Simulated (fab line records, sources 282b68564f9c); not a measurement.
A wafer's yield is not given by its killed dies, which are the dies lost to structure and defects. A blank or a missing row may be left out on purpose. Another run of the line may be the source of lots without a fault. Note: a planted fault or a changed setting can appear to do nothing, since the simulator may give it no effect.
fab line records	flow ritCmos
[record] lots = 14	wafers = 42	lastDay = 7
route steps=202 shown FOX1@21 FOX2@23 PSD@157 M1@202
lots that met no fault: taken from a fault-free run of the same line
startH: start of the lot's first displayed wafer, in hours after the record's first day	waitH: hours elapsed since this lot's preceding step	" as in the row above	L1.1+2: several wafers, shown together as one row	- no value present, or no start provided	* or withheld: withheld	< > ~ a bound
route shown NAME@n: NAME is a module with steps in the file, n the number in the route of the first one	usual: mean/standard deviation taken from wafers without a fault	same: alike in all rows	chamber/n: place in a boat	sites: the reading at each site	_std_site: standard deviation of those values	_edge_site: mean of outer sites minus mean of inner sites	radiusMm: for every site, how far away it sits from the centre of the wafer	mask NAME#n: copy n	behind: the most recent tool/chamber to have shaped the wafer	hold: why the lot went on hold/how many hours it stayed there/how the hold came to an end	device: the transistor (n, p or np) that didn't switch	end of line: the route-end tests of the same wafers	for a step that has no rows: nothing shown but its recipe	killed: the dies lost at the first sort to structure and to defects; this is not the yield of the wafer	map: shows each die of a wafer: x if killed, . if not, _ if none is there
set.NAME: setting as actually run; set.NAME@STEP: the setting as run at that earlier step	model.NAME: the simulator's own value behind a step, which no gauge read
the route's steps for a sample of lots (tables are steps, rows are wafers)
services: the hour from which a tool's chamber was out of use, counted from the record's first day as startH (under 0 if before that day), plus the number of hours and why
[[steps]]
[step RIT_FOX1_THK_MEAS_01]
[recipe] reads = SiO2_of_FOX1_OXIDATION_00
[usual] FOX1_OXIDE_THK = 352/6.6
lot.wafer	tool	chamber	startH	waitH	FOX1_OXIDE_THK[nm]
L338.2	filmMetro-04	-	28.81	0.0	363
L338.3	"	-	"	"	366
L338.5	"	-	"	"	363
L339.1	filmMetro-04	-	33.71	0.0	348
L339.3	"	-	"	"	348
L339.4	"	-	"	"	353
L341.1	filmMetro-04	-	46.38	0.0	348
L341.2	"	-	"	"	357
L341.3	"	-	"	"	353
L342.2	filmMetro-01	-	50.00	0.0	348
L342.4	"	-	"	"	347
L342.5	"	-	"	"	357
L343.2	filmMetro-03	-	54.28	0.0	341
L343.4	"	-	"	"	343
L343.6	"	-	"	"	341
L344.1	filmMetro-01	-	58.40	0.0	356
L344.3	"	-	"	"	342
L344.5	"	-	"	"	346
L347.2	filmMetro-01	-	74.22	0.0	348
L347.4	"	-	"	"	347
L347.5	"	-	"	"	349
L348.1	filmMetro-01	-	78.45	0.0	345
L348.4	"	-	"	"	344
L348.5	"	-	"	"	350
L349.2	filmMetro-01	-	83.64	0.0	356
L349.3	"	-	"	"	357
L349.5	"	-	"	"	354
L350.2	filmMetro-04	-	90.81	0.0	351
L350.3	"	-	"	"	343
L350.4	"	-	"	"	343
L351.1	filmMetro-03	-	96.09	0.0	356
L351.5	"	-	"	"	357
L351.6	"	-	"	"	361
L352.1	filmMetro-01	-	98.35	0.0	353
L352.2	"	-	"	"	350
L352.4	"	-	"	"	353
L353.2	filmMetro-01	-	103.72	0.0	359
L353.3	"	-	"	"	353
L353.6	"	-	"	"	355
L358.1	filmMetro-03	-	128.07	0.0	352
L358.2	"	-	"	"	351
L358.4	"	-	"	"	348
[step RIT_FOX2_OXIDATION_00]
[recipe] tempC = 1100	ambient = H2O	targetThkA = 3507	pH2oTorr = 720	oxTimeS = 1130
[usual] oxTempCMax = 1103.4/0.78
lot.wafer	tool	chamber	startH	waitH	oxTempCMax
L338.2	furnace-03	0	28.99	0.0	1103.3
L338.3	"	0	"	"	1102.7
L338.5	"	0	"	"	1103.2
L339.1	furnace-04	0	34.41	0.5	1103.2
L339.3	"	0	"	"	1104.8
L339.4	"	0	"	"	1104.2
L341.1	furnace-04	0	47.10	0.5	1103.7
L341.2	"	0	"	"	1104.2
L341.3	"	0	"	"	1102.8
L342.2	furnace-03	0	51.64	1.5	1104.6
L342.4	"	0	"	"	1103.1
L342.5	"	0	"	"	1103.6
L343.2	furnace-03	0	55.35	0.9	1103.3
L343.4	"	0	"	"	1103.9
L343.6	"	0	"	"	1103.6
L344.1	furnace-03	0	59.67	1.1	1103.3
L344.3	"	0	"	"	1105.5
L344.5	"	0	"	"	1102.9
L347.2	furnace-01	0	74.38	0.0	1103.8
L347.4	"	0	"	"	1103.1
L347.5	"	0	"	"	1102.9
L348.1	furnace-04	0	79.32	0.7	1104.7
L348.4	"	0	"	"	1104.1
L348.5	"	0	"	"	1104.7
L349.2	furnace-04	0	83.81	0.0	1103.6
L349.3	"	0	"	"	1103.4
L349.5	"	0	"	"	1103.4
L350.2	furnace-04	0	91.80	0.8	1105.1
L350.3	"	0	"	"	1103.8
L350.4	"	0	"	"	1103.5
L351.1	furnace-01	0	96.27	0.0	1102.3
L351.5	"	0	"	"	1102.5
L351.6	"	0	"	"	1104.0
L352.1	furnace-01	0	98.53	0.0	1102.9
L352.2	"	0	"	"	1102.0
L352.4	"	0	"	"	1102.5
L353.2	furnace-01	0	103.88	0.0	1103.3
L353.3	"	0	"	"	1102.5
L353.6	"	0	"	"	1103.3
L358.1	furnace-04	0	129.25	1.0	1103.0
L358.2	"	0	"	"	1104.2
L358.4	"	0	"	"	1101.7
[step RIT_FOX2_THK_MEAS_91]
[recipe] reads = SiO2_of_FOX2_OXIDATION_00
[usual] FIELD_OXIDE_LEFT_2_THK = 256/7
lot.wafer	tool	chamber	startH	waitH	FIELD_OXIDE_LEFT_2_THK[nm]
L338.2	filmMetro-02	-	45.07	0.0	261
L338.3	"	-	"	"	262
L338.5	"	-	"	"	259
L339.1	filmMetro-01	-	51.69	0.0	263
L339.3	"	-	"	"	261
L339.4	"	-	"	"	257
L341.1	filmMetro-01	-	63.97	0.0	248
L341.2	"	-	"	"	255
L341.3	"	-	"	"	251
L342.2	filmMetro-04	-	67.67	0.0	236
L342.4	"	-	"	"	249
L342.5	"	-	"	"	240
L343.2	filmMetro-01	-	71.30	0.0	248
L343.4	"	-	"	"	249
L343.6	"	-	"	"	243
L344.1	filmMetro-01	-	76.59	0.0	250
L344.3	"	-	"	"	256
L344.5	"	-	"	"	252
L347.2	filmMetro-04	-	89.83	0.0	276
L347.4	"	-	"	"	268
L347.5	"	-	"	"	274
L348.1	filmMetro-01	-	93.65	0.0	247
L348.4	"	-	"	"	254
L348.5	"	-	"	"	254
L349.2	filmMetro-02	-	98.92	0.0	258
L349.3	"	-	"	"	258
L349.5	"	-	"	"	255
L350.2	filmMetro-01	-	106.69	0.0	260
L350.3	"	-	"	"	261
L350.4	"	-	"	"	255
L351.1	filmMetro-01	-	111.62	0.0	255
L351.5	"	-	"	"	259
L351.6	"	-	"	"	257
L352.1	filmMetro-01	-	113.88	0.0	249
L352.2	"	-	"	"	255
L352.4	"	-	"	"	254
L353.2	filmMetro-04	-	118.71	0.0	253
L353.3	"	-	"	"	253
L353.6	"	-	"	"	245
L358.1	filmMetro-01	-	144.80	0.0	250
L358.2	"	-	"	"	263
L358.4	"	-	"	"	258
[step RIT_SDANNEAL_RS_MEAS_04]
[recipe] thkMeasGauge = four-point-probe
[usual] PSD_RS = 115.6/0.31
lot.wafer	tool	chamber	startH	waitH	PSD_RS[ohm/sq]
L338.2	filmMetro-02	-	65.96	0.1	115.3
L338.3	"	-	"	"	115.3
L338.5	"	-	"	"	115.2
L339.1	filmMetro-04	-	72.56	0.0	115.7
L339.3	"	-	"	"	115.2
L339.4	"	-	"	"	115.3
L341.1	filmMetro-04	-	81.91	0.0	115.7
L341.2	"	-	"	"	115.4
L341.3	"	-	"	"	115.2
L342.2	filmMetro-02	-	85.34	0.1	115.4
L342.4	"	-	"	"	115.4
L342.5	"	-	"	"	115.4
L343.2	filmMetro-02	-	90.47	0.1	115.1
L343.4	"	-	"	"	115.3
L343.6	"	-	"	"	114.9
L344.1	filmMetro-04	-	98.64	0.0	115.8
L344.3	"	-	"	"	115.9
L344.5	"	-	"	"	115.9
L347.2	filmMetro-03	-	111.84	0.1	116.1
L347.4	"	-	"	"	115.7
L347.5	"	-	"	"	116.3
L348.1	filmMetro-04	-	113.83	0.0	115.9
L348.4	"	-	"	"	116.0
L348.5	"	-	"	"	116.0
L349.2	filmMetro-02	-	117.17	0.1	115.4
L349.3	"	-	"	"	115.1
L349.5	"	-	"	"	115.1
L350.2	filmMetro-04	-	126.43	0.1	115.9
L350.3	"	-	"	"	115.6
L350.4	"	-	"	"	115.7
L351.1	filmMetro-02	-	130.10	0.0	115.3
L351.5	"	-	"	"	115.3
L351.6	"	-	"	"	115.4
L352.1	filmMetro-03	-	132.01	0.0	116.2
L352.2	"	-	"	"	115.8
L352.4	"	-	"	"	116.2
L353.2	filmMetro-03	-	139.61	0.1	116.1
L353.3	"	-	"	"	116.0
L353.6	"	-	"	"	115.9
L358.1	filmMetro-02	-	164.10	0.0	116.1
L358.2	"	-	"	"	115.7
L358.4	"	-	"	"	115.9
[step RIT_M1_PROBE_99]
[usual] killedAtContacts = 0.1/0.3	killedAtFrontEnd = 6.7/2.6	killedDies = 6.8/2.6	killedOnRim = 1.9/1.3	killedOpen = 3.3/1.7	killedShort = 3.4/2
[same] grossDies = 264	killed_at_M0_to_M3 = 0	killed_at_M4_up = 0	killedAtBackSide = 0	killedAtOther = 0
lot.wafer	tool	chamber	startH	waitH	killedAtContacts	killedAtFrontEnd	killedDies	killedOnRim	killedOpen	killedShort
L344.1	prober-02	-	106.54	0.1	0	6	6	4	3	2
L344.3	prober-02	-	106.64	0.2	0	5	5	1	2	1
L344.5	prober-02	-	106.74	0.2	0	8	8	3	3	5
L347.2	prober-01	-	119.36	0.1	0	10	10	2	7	3
L347.4	prober-01	-	119.46	0.2	0	3	3	0	1	2
L347.5	prober-01	-	119.51	0.2	0	7	7	0	4	3
L350.2	prober-01	-	133.85	0.1	0	163	163	43	4	6
L350.3	prober-01	-	133.90	0.2	0	176	176	47	3	4
L350.4	prober-01	-	133.95	0.2	0	173	173	52	3	3
L352.1	prober-01	-	139.63	0.1	1	6	7	1	6	1
L352.2	prober-01	-	139.68	0.1	0	4	4	0	3	1
L352.4	prober-01	-	139.78	0.2	0	7	7	2	2	5
L358.1	prober-01	-	171.80	0.1	0	167	167	45	3	2
L358.2	prober-01	-	171.85	0.1	0	163	163	38	0	2
L358.4	prober-01	-	171.95	0.2	0	177	177	48	2	1
// killed by level:class
L344.1 FOX1:geometricParticle:open=2 REOX:geometricParticle:short=2 GATE:geometricParticle:open=1 PWELL:coatMicrobubblePrinted=1
L344.3 PWELL:coatMicrobubblePrinted=2 FOX1:geometricParticle:open=1 FOX1:geometricParticle:short=1 REOX:geometricParticle:open=1
L344.5 GATE:geometricParticle:short=2 REOX:geometricParticle:open=2 FOX1:geometricParticle:short=1 GATE:geometricParticle:open=1 REOX:geometricParticle:short=1 SPACER:geometricParticle:short=1
L347.2 GATE:geometricParticle:open=4 FOX1:geometricParticle:open=1 FOX2:geometricParticle:short=1 GATE:geometricParticle:short=1 REOX:geometricParticle:open=1 SILICIDE:geometricParticle:open=1 SILICIDE:geometricParticle:short=1
L347.4 GATE:geometricParticle:short=2 FOX1:geometricParticle:open=1
L347.5 GATE:geometricParticle:open=2 REOX:geometricParticle:short=2 FOX2:geometricParticle:open=1 GATE:geometricParticle:short=1 SILICIDE:geometricParticle:open=1
L350.2 FOX2:unspecified=153 SPACER:geometricParticle:short=2 SPACER:geometricParticle:open=2 SILICIDE:geometricParticle:open=2 SILICIDE:geometricParticle:short=2 GATE:geometricParticle:short=1 REOX:geometricParticle:short=1
L350.3 FOX2:unspecified=169 FOX1:geometricParticle:short=3 REOX:geometricParticle:open=2 FOX1:geometricParticle:open=1 GATE:geometricParticle:short=1
L350.4 FOX2:unspecified=167 GATE:geometricParticle:open=3 FOX1:geometricParticle:short=2 GATE:geometricParticle:short=1
L352.1 GATE:geometricParticle:open=2 SPACER:geometricParticle:open=2 FOX1:geometricParticle:open=1 REOX:geometricParticle:short=1 CONTACT:geometricParticle:open=1
L352.2 FOX2:geometricParticle:short=1 FOX2:geometricParticle:open=1 GATE:geometricParticle:open=1 REOX:geometricParticle:open=1
L352.4 GATE:geometricParticle:short=2 REOX:geometricParticle:short=2 FOX1:geometricParticle:open=1 FOX2:geometricParticle:short=1 GATE:geometricParticle:open=1
L358.1 FOX2:unspecified=162 FOX1:geometricParticle:open=1 GATE:geometricParticle:short=1 GATE:geometricParticle:open=1 REOX:geometricParticle:open=1 SPACER:geometricParticle:short=1
L358.2 FOX2:unspecified=161 FOX1:geometricParticle:short=1 REOX:geometricParticle:short=1
L358.4 FOX2:unspecified=174 GATE:geometricParticle:open=1 GATE:geometricParticle:short=1 SILICIDE:geometricParticle:open=1
[[services]]
tool	chamber	startH	hours	kind
furnace-03	-	35.74	7.0	pm
furnace-03	-	128.07	3.9	pm
[[key]]
[firstSign] step = RIT_M1_PROBE_99	reading = killedAtFrontEnd	direction = up	sigmas = 62	usual = 6.7	struck = 169.8
[effect] step = RIT_M1_PROBE_99	reading = killedDies	direction = up	sigmas = 62	usual = 6.8	struck = 169.8
metAt RIT_FOX2_OXIDATION_00
struckLots L350,L358
testerLeftOut L350,L358
notActingAt RIT_FOX1_THK_MEAS_01,RIT_FOX2_THK_MEAS_91,RIT_SDANNEAL_RS_MEAS_04
onsetBetween 83.81 91.80
[fault] kind = chamberParticleSource	tool = furnace-04	chamber = -	onsetH = 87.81	steps = RIT_FOX2_OXIDATION_00	ratePerVisitCm2 = 1.82	endH = 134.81
// testerLeftOut: of these lots the tester's yield and bins aren't shown, on N5 and GAA mostly nor the transistor test; their killed dies are dies lost to structure and defects alone, not to doping, threshold or leakage, so they don't give the yield
